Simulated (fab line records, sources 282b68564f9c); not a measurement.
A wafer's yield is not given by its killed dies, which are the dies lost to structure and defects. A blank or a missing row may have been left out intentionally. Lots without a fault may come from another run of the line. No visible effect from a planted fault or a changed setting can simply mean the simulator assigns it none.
fab line records | flow rit-cmos
record lots=14 wafers=42 last-day=7
route steps=202 shown ACTIVE@2 M1@202
lots untouched by any fault: they come from a run of this same line in which no faults occurred
start-h: start of the lot's first displayed wafer, in hours after the record's first day | wait-h: hours from the lot's prior step to this one | " unchanged from the row above | L1.1+2: a single row standing in for several wafers | - either no value or no given start | * or withheld: withheld | < > ~ a bound
route shown NAME@n: names a module that has steps shown in the file, with the first one's number in the route | usual: average and standard deviation across the fault-free wafers | same: alike in all rows | chamber/n: place in a boat | sites: readings site by site | _std_site: how widely they spread, as a standard deviation | _edge_site: mean of outer sites minus mean of inner sites | radius-mm: for every site, how far away it sits from the centre of the wafer | mask NAME#n: copy n | behind: the tool/chamber that last shaped the wafer | hold: the reason the lot was held/the length of the hold in hours/how it ended | device: the n, p or np transistor that did not switch | end of line: tests run on the same wafers once the route is complete | a step without rows: its recipe alone | killed: dies lost to structure and defects at the first sort, not the wafer's yield | map: shows each die of a wafer: x if killed, . if not, _ if none is there
set.NAME: the setting as run; set.NAME@STEP: as run at that earlier step | model.NAME: the simulator's own value behind a step, which no gauge read
steps of the route over a sample of lots; a table a step, a row a wafer
services: a tool's chamber out of use, with start hour (start-h, from the record's first day; less than 0 if before it), hours out, and reason
## steps
# step RIT_ACTIVE_OXIDATION_01
# recipe temp-c=1000 ambient=O2 target-thk-a=468 ox-time-s=3360
# usual ox-temp-c-max=1006.1/1.2 ox-time-s=3360/0 spike-tc-load-C=1030.0/1.7 zone-power-load-pct=34.4/1.8
# columns lot.wafer tool chamber start-h wait-h ox-temp-c-max ox-time-s spike-tc-load-C zone-power-load-pct
L769.1 furnace-02 0 11.00 1.0 1005.9 3360 1031.0 35.5
L769.4 " 0 " " 1006.9 3360 1029.5 35.5
L769.6 " 0 " " 1006.6 3360 1030.5 35.1
L770.2 furnace-02 0 18.10 3.1 1006.2 3360 1031.0 35.1
L770.3 " 0 " " 1005.4 3360 1031.7 35.2
L770.4 " 0 " " 1007.5 3360 1030.4 35.3
L771.1 furnace-02 0 20.12 0.1 1005.6 3360 1030.5 34.4
L771.2 " 0 " " 1006.4 3360 1031.4 35.3
L771.5 " 0 " " 1005.2 3360 1028.9 35.2
L772.2 furnace-03 0 25.12 0.1 1006.9 3360 1030.0 35.8
L772.5 " 0 " " 1007.3 3360 1028.5 35.9
L772.6 " 0 " " 1006.9 3360 1032.5 36.0
L773.2 furnace-02 0 30.19 0.1 1006.3 3360 1032.3 34.9
L773.3 " 0 " " 1008.5 3360 1030.4 34.9
L773.4 " 0 " " 1005.1 3360 1031.8 34.6
L774.3 furnace-03 0 35.12 0.1 1006.3 3360 1031.0 36.3
L774.4 " 0 " " 1008.6 3360 1030.6 36.0
L774.6 " 0 " " 1005.3 3360 1029.6 35.8
L775.2 furnace-03 0 40.12 0.1 1007.0 1512 1031.6 36.1
L775.4 " 0 " " 1008.0 1512 1031.9 35.3
L775.6 " 0 " " 1006.9 1512 1030.8 35.6
L776.1 furnace-02 0 45.12 0.1 1005.1 3360 1029.6 35.2
L776.2 " 0 " " 1005.5 3360 1030.6 35.7
L776.4 " 0 " " 1005.4 3360 1032.4 35.1
L777.1 furnace-01 0 50.12 0.1 1006.0 3360 1027.2 31.3
L777.5 " 0 " " 1008.1 3360 1028.1 32.1
L777.6 " 0 " " 1005.3 3360 1028.9 31.4
L778.1 furnace-02 0 55.12 0.1 1004.9 3360 1030.1 34.8
L778.2 " 0 " " 1006.2 3360 1031.0 35.5
L778.5 " 0 " " 1005.7 3360 1029.7 35.4
L779.1 furnace-03 0 60.12 0.1 1005.5 1512 1031.9 35.9
L779.3 " 0 " " 1006.2 1512 1031.7 36.3
L779.5 " 0 " " 1006.3 1512 1031.0 35.7
L784.1 furnace-01 0 85.12 0.1 1005.9 3360 1024.9 31.4
L784.2 " 0 " " 1007.5 3360 1028.4 31.3
L784.5 " 0 " " 1005.0 3360 1028.6 31.6
L791.3 furnace-03 0 120.12 0.1 1006.8 3360 1031.5 35.1
L791.4 " 0 " " 1005.4 3360 1031.7 35.4
L791.5 " 0 " " 1007.1 3360 1032.7 35.3
L792.2 furnace-01 0 125.12 0.1 1004.6 3360 1027.6 31.2
L792.5 " 0 " " 1005.0 3360 1027.2 31.3
L792.6 " 0 " " 1005.8 3360 1025.8 31.2
# step RIT_ACTIVE_THK_MEAS_02
# recipe reads=SiO2_of_ACTIVE_OXIDATION_01
# usual ACTIVE_OXIDE_THK=46.8/0.9
# columns lot.wafer tool chamber start-h wait-h hold ACTIVE_OXIDE_THK[nm]
L769.1 film-metro-04 - 12.94 0.0 - 47.7
L769.4 " - " " - 47.5
L769.6 " - " " - 47.4
L770.2 film-metro-04 - 20.04 0.0 - 46.6
L770.3 " - " " - 45.3
L770.4 " - " " - 45.9
L771.1 film-metro-01 - 22.05 0.0 - 46.2
L771.2 " - " " - 46.5
L771.5 " - " " - 46.3
L772.2 film-metro-03 - 27.06 0.0 - 47.5
L772.5 " - " " - 46.4
L772.6 " - " " - 45.5
L773.2 film-metro-01 - 32.13 0.0 - 47.6
L773.3 " - " " - 47.6
L773.4 " - " " - 48.2
L774.3 film-metro-04 - 37.07 0.0 - 46.4
L774.4 " - " " - 46.0
L774.6 " - " " - 47.0
L775.2 film-metro-04 - 42.06 0.0 await-dispo/0.2h/release 28.8
L775.4 " - " " await-dispo/0.2h/release 28.1
L775.6 " - " " await-dispo/0.2h/release 27.6
L775.2 film-metro-04 - 42.29 0.2 - 28.8
L775.4 " - " " - 28.1
L775.6 " - " " - 27.6
L776.1 film-metro-01 - 47.05 0.0 - 46.2
L776.2 " - " " - 47.2
L776.4 " - " " - 46.8
L777.1 film-metro-03 - 52.05 0.0 - 47.8
L777.5 " - " " - 47.1
L777.6 " - " " - 48.6
L778.1 film-metro-04 - 57.05 0.0 - 45.3
L778.2 " - " " - 46.1
L778.5 " - " " - 45.8
L779.1 film-metro-04 - 62.05 0.0 await-dispo/0.2h/release 29.3
L779.3 " - " " await-dispo/0.2h/release 29.7
L779.5 " - " " await-dispo/0.2h/release 30.9
L779.1 film-metro-04 - 62.28 0.2 - 29.3
L779.3 " - " " - 29.7
L779.5 " - " " - 30.9
L784.1 film-metro-01 - 87.05 0.0 - 47.6
L784.2 " - " " - 48.3
L784.5 " - " " - 47.1
L791.3 film-metro-04 - 122.07 0.0 - 46.4
L791.4 " - " " - 46.6
L791.5 " - " " - 46.6
L792.2 film-metro-01 - 127.06 0.0 - 47.7
L792.5 " - " " - 48.5
L792.6 " - " " - 47.3
# step RIT_M1_PROBE_99
# usual killed_at_M0_to_M3=0.0/0.083 killed-at-contacts=0.1/0.27 killed-at-front-end=6.1/2.9 killed-dies=6.2/2.9 killed-open=3.2/1.9 killed-short=3/1.9
# same gross-dies=264 killed_at_M4_up=0 killed-at-back-side=0 killed-at-other=0
# columns lot.wafer tool chamber start-h wait-h killed_at_M0_to_M3 killed-at-contacts killed-at-front-end killed-dies killed-open killed-short
L775.2 prober-01 - 95.18 0.1 0 0 7 7 6 1
L775.4 prober-01 - 95.28 0.2 0 0 3 3 1 2
L775.6 prober-01 - 95.38 0.2 1 0 7 8 3 5
L779.1 prober-02 - 114.95 0.1 0 0 6 6 4 2
L779.3 prober-02 - 115.05 0.2 0 0 7 7 3 4
L779.5 prober-02 - 115.15 0.2 0 0 10 10 6 4
L784.1 prober-01 - 133.34 0.1 0 0 9 9 3 6
L784.2 prober-01 - 133.39 0.1 0 0 5 5 1 4
L784.5 prober-01 - 133.54 0.2 0 0 7 7 3 4
# killed by level:class
L775.2 REOX:geometric-particle:open=2 SPACER:geometric-particle:open=2 FOX1:geometric-particle:short=1 FOX1:geometric-particle:open=1 GATE:geometric-particle:open=1
L775.4 REOX:geometric-particle:short=2 GATE:geometric-particle:open=1
L775.6 FOX1:geometric-particle:open=1 FOX1:geometric-particle:short=1 GATE:geometric-particle:open=1 GATE:geometric-particle:short=1 REOX:geometric-particle:short=1 SILICIDE:geometric-particle:short=1 M1:geometric-particle:short=1 STARTING-WAFER:geometric-particle:open=1
L779.1 FOX1:geometric-particle:short=1 GATE:geometric-particle:short=1 GATE:geometric-particle:open=1 REOX:geometric-particle:open=1 SPACER:geometric-particle:open=1 SILICIDE:geometric-particle:open=1
L779.3 SPACER:geometric-particle:short=2 SILICIDE:geometric-particle:open=2 FOX2:geometric-particle:open=1 FOX2:geometric-particle:short=1 GATE:geometric-particle:short=1
L779.5 GATE:geometric-particle:open=3 FOX1:geometric-particle:open=2 FOX2:geometric-particle:short=2 FOX1:geometric-particle:short=1 SILICIDE:geometric-particle:open=1 SILICIDE:geometric-particle:short=1
L784.1 GATE:geometric-particle:short=4 REOX:geometric-particle:short=2 FOX1:geometric-particle:open=1 GATE:geometric-particle:open=1 SILICIDE:geometric-particle:open=1
L784.2 FOX1:geometric-particle:short=2 FOX1:geometric-particle:open=1 GATE:geometric-particle:short=1 REOX:geometric-particle:short=1
L784.5 FOX1:geometric-particle:short=2 FOX2:geometric-particle:open=1 REOX:geometric-particle:short=1 REOX:geometric-particle:open=1 SPACER:geometric-particle:open=1 SILICIDE:geometric-particle:short=1
## services
# columns tool chamber start-h hours kind
furnace-01 - -8.91 3.5 pm
furnace-03 - 4.60 8.0 pm
furnace-03 - 12.45 6.4 repair
furnace-02 - 23.27 4.4 pm
furnace-03 - 83.67 4.0 pm
furnace-01 - 104.25 4.7 pm
## key
first-sign step=RIT_ACTIVE_OXIDATION_01 reading=ox-time-s direction=down sigmas=99+ usual=* struck=*
effect step=RIT_ACTIVE_THK_MEAS_02 reading=visit direction=added
effect step=RIT_ACTIVE_THK_MEAS_02 reading=ACTIVE_OXIDE_THK direction=down sigmas=20 usual=46.8 struck=29.1
met-at RIT_ACTIVE_OXIDATION_01
struck-lots L775,L779
tester-left-out L775,L779
onset-between 35.12 40.12
fault kind=process-parameter-drift tool=furnace-03 chamber=- onset-h=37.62 steps=RIT_ACTIVE_OXIDATION_01 channel=ox-time-s offset=* shape=step end-h=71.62 acts-in=* stated=*
# tester-left-out: of these lots the tester's yield and bins aren't shown, on N5 and GAA mostly nor the transistor test; their killed dies are dies lost to structure and defects alone, not to doping, threshold or leakage, so they don't give the yield
